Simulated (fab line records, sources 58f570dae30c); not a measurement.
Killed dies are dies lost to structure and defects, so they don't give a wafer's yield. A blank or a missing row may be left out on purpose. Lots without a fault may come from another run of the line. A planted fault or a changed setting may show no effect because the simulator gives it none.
Split-lot experiment | flow berkeley_cmos170 | 5 lots, 23 wafers read, on a route of 331 steps

THE SPLIT
At UCB170_PVT_COAT_01 (resist thk 900 nm), the setting resist_thk_nm was moved away from the recipe's 900 nm on 6 of the 23 wafers read, by -3.4% to -3.2%. The other wafers ran this setting at the recipe's value.

The reading is taken at the split's own step.

THE READING
KrF_of_PVT_COAT_01.thk_nm (the simulator's own value, which no gauge read), in nm, at UCB170_PVT_COAT_01 (resist thk 900 nm). The file gives no usual value for it. The 17 wafers here that ran the recipe average 899.7 nm, standard deviation 4.2 nm.

wafer  | tool, chamber at the split | resist_thk_nm as run, nm | against the recipe | KrF_of_PVT_COAT_01.thk_nm, nm | against lot-mates on the recipe
L075.1 | litho_track-01, 0          | 900                      | recipe             | 896.8                         | -
L075.2 | litho_track-01, 0          | 869.7                    | -3.4%              | 866.1                         | -30.8
L075.3 | litho_track-01, 0          | 900                      | recipe             | 897                           | -
L075.4 | litho_track-01, 0          | 869.7                    | -3.4%              | 867.8                         | -29.1
L075.5 | litho_track-01, 0          | 869.7                    | -3.4%              | 868                           | -28.9
L077.1 | litho_track-02, 0          | 900                      | recipe             | 895.6                         | -
L077.2 | litho_track-02, 0          | 900                      | recipe             | 892.5                         | -
L077.3 | litho_track-02, 0          | 900                      | recipe             | 895.7                         | -
L077.4 | litho_track-02, 0          | 900                      | recipe             | 895.3                         | -
L077.5 | litho_track-02, 0          | 900                      | recipe             | 894.8                         | -
L076.1 | litho_track-04, 0          | 900                      | recipe             | 903.8                         | -
L076.2 | litho_track-04, 0          | 900                      | recipe             | 906.5                         | -
L076.6 | litho_track-04, 0          | 900                      | recipe             | 906.2                         | -
L080.1 | litho_track-02, 0          | 900                      | recipe             | 903.6                         | -
L080.2 | litho_track-02, 0          | 900                      | recipe             | 902.8                         | -
L080.3 | litho_track-02, 0          | 871.5                    | -3.2%              | 872.3                         | -30.9
L080.5 | litho_track-02, 0          | 871.5                    | -3.2%              | 873                           | -30.2
L080.6 | litho_track-02, 0          | 871.5                    | -3.2%              | 875                           | -28.2
L082.1 | litho_track-04, 0          | 900                      | recipe             | 900.3                         | -
L082.3 | litho_track-04, 0          | 900                      | recipe             | 903.9                         | -
L082.4 | litho_track-04, 0          | 900                      | recipe             | 901.1                         | -
L082.5 | litho_track-04, 0          | 900                      | recipe             | 898.8                         | -
L082.6 | litho_track-04, 0          | 900                      | recipe             | 900.1                         | -

THE FIT
A straight line over all 23 wafers: KrF_of_PVT_COAT_01.thk_nm changes by +9.01 nm for each +1% of resist_thk_nm; r = +0.96; the points scatter about the line by 4 nm.
The same after taking each lot's own level away (the mean of its wafers on the recipe; 23 wafers): +9.07 nm for each +1%; r = +1.00; scatter 1.3 nm.
On that fit, the largest move of resist_thk_nm shifts the reading by 31 nm.
The lots' own levels span 894.78 to 905.50 nm, that is 2.6 times the standard deviation above.
So the lot-to-lot level changes the slope little: the two slopes agree.
Check: with one of the wafers moved furthest among these (-3.4%) left out of the fit, the line predicts -30.5 nm for it against its lot-mates. It came out at -30.8 nm against them.

OTHER SPLITS ON THESE WAFERS
These wafers also went through other splits before the reading. Each is held against what the fit with the lots' levels taken away leaves over:
other split on the same wafers       | wafers away from the commonest value | r with KrF_of_PVT_COAT_01.thk_nm (lot level and that fit taken away)
UCB170_START_OXIDATION_02 ox_time_s  | 15                                   | +0.08
UCB170_NWELL_OXIDATION_01 temp_c     | 15                                   | +0.16
UCB170_NWELL_IMPLANT_14 energy_kev   | 10                                   | -0.08
UCB170_PWELL_IMPLANT_15 energy_kev   | 7                                    | -0.13
UCB170_WELLDRIVE_OXIDATION_01 temp_c | 15                                   | -0.05
UCB170_ACTIVE_ETCH_15 time_s         | 11                                   | +0.27
UCB170_PFIELD_IMPLANT_07 dose_cm2    | 7                                    | +0.13
UCB170_NVT_IMPLANT_07 energy_kev     | 6                                    | +0.21

THE WHOLE CHAIN: every reading that the file lists as answering this split, in the file's order
step                | what it does      | reading                                                                    | change (the file's fit)              | r (the file's)
UCB170_PVT_COAT_01  | resist thk 900 nm | KrF_of_PVT_COAT_01.thk_nm (the simulator's own value, which no gauge read) | +9.07 nm for each +1% of the setting | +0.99
UCB170_PVT_STRIP_08 | strips in O2      | strip_time_to_endpoint_s                                                   | withheld for each +1% of the setting | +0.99

THE FILE'S OWN FIT
KrF_of_PVT_COAT_01.thk_nm changes by +9.07 nm for each +1% of resist_thk_nm, r = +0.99.
